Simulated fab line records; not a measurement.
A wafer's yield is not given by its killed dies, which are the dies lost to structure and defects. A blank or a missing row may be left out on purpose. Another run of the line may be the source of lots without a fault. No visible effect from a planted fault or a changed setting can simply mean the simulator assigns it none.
Which tool is to blame? / flow rit-cmos / at 1 step of a route of 202, 14 lots with 42 wafers sampled

WHAT EACH GAUGE READ, for each wafer
The record holds no reading of a measuring or inspecting step that can be judged against a usual standard deviation.

TOOL THAT RAN EACH LOT (tool first, then ch and the chambers of the sampled wafers, then the start)
lot=L296; RIT_PLDD_DEVELOP_05=litho-track-02 ch 0, day 2 21:00
lot=L297; RIT_PLDD_DEVELOP_05=litho-track-01 ch 0, day 3 05:00
lot=L298; RIT_PLDD_DEVELOP_05=litho-track-02 ch 0, day 3 07:00
lot=L299; RIT_PLDD_DEVELOP_05=litho-track-01 ch 0, day 3 10:00
lot=L301; RIT_PLDD_DEVELOP_05=litho-track-03 ch 0, day 4 01:00
lot=L302; RIT_PLDD_DEVELOP_05=litho-track-03 ch 0, day 4 05:00
lot=L306; RIT_PLDD_DEVELOP_05=litho-track-02 ch 0, day 5 01:00
lot=L310; RIT_PLDD_DEVELOP_05=litho-track-02 ch 0, day 5 17:00
lot=L312; RIT_PLDD_DEVELOP_05=litho-track-02 ch 0, day 6 09:00
lot=L313; RIT_PLDD_DEVELOP_05=litho-track-01 ch 0, day 6 14:00
lot=L314; RIT_PLDD_DEVELOP_05=litho-track-03 ch 0, day 6 16:00
lot=L315; RIT_PLDD_DEVELOP_05=litho-track-01 ch 0, day 6 18:00
lot=L317; RIT_PLDD_DEVELOP_05=litho-track-01 ch 0, day 7 09:00
lot=L318; RIT_PLDD_DEVELOP_05=litho-track-01 ch 0, day 7 14:00
- RIT_PLDD_DEVELOP_05: develop time 50 s.

WHAT THE TOOLS THEMSELVES READ (means of the sampled wafers that have a number; where no wafer has one, the mark that the record gives instead)
RIT_PLDD_DEVELOP_05.
lot=L296; tool=litho-track-02; developer-temp-C (C)=23.09
lot=L297; tool=litho-track-01; developer-temp-C (C)=22.98
lot=L298; tool=litho-track-02; developer-temp-C (C)=22.88
lot=L299; tool=litho-track-01; developer-temp-C (C)=22.93
lot=L301; tool=litho-track-03; developer-temp-C (C)=22.97
lot=L302; tool=litho-track-03; developer-temp-C (C)=23.05
lot=L306; tool=litho-track-02; developer-temp-C (C)=23.06
lot=L310; tool=litho-track-02; developer-temp-C (C)=22.01
lot=L312; tool=litho-track-02; developer-temp-C (C)=22.13
lot=L313; tool=litho-track-01; developer-temp-C (C)=22.96
lot=L314; tool=litho-track-03; developer-temp-C (C)=23.13
lot=L315; tool=litho-track-01; developer-temp-C (C)=23.03
lot=L317; tool=litho-track-01; developer-temp-C (C)=22.95
lot=L318; tool=litho-track-01; developer-temp-C (C)=23.14

THE ANSWER, worked out from the rows above alone
Rule: usual is defined by the lots themselves. Put in order of their means at a reading, lots are off if they are a third of the lots or fewer, leave a main group of 4 or more, and stand apart from it by a gap of 3 or more times the standard deviation of the main group's means; of several such gaps the widest counts. Not used: any main group whose means are identical at the precision the tables above print for the reading. Also off: a lot with no number at a reading for which 4 or more lots have one. All remaining lots with rows at the step are treated as sound. Order of review: gauges by route order, followed by the tools' own readings, for which a lot's mean as printed above is used. The first step at which some lot is off is used, and at that step the reading that is off furthest; a lot without a number counts as furthest.
Off: L310, L312, at RIT_PLDD_DEVELOP_05 (developer-temp-C). Mean 23.01 C and standard deviation 0.078 in the main group.
If a tool, at that step or one of the process steps before it, ran each lot that is off and ran no sound lot following the first of them, it fits. One fits: litho-track-02 at RIT_PLDD_DEVELOP_05. Its last sound lot is L306 (day 5 01:00), its first lot that is off L310 (day 5 17:00): a fault that began between those two fits.
The tool's own readings at RIT_PLDD_DEVELOP_05 bear it out: on the lots that are off they differ by more than 5 times the standard deviation of the sound lots' means. developer-temp-C reads 22.07 C there against 23.01 C on the sound lots.

WHAT THE SIMULATOR HAD INSERTED
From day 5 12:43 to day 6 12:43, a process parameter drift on litho-track-02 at RIT_PLDD_DEVELOP_05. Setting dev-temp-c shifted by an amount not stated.
Struck lots among those shown: L310, L312. The rule above found the same.
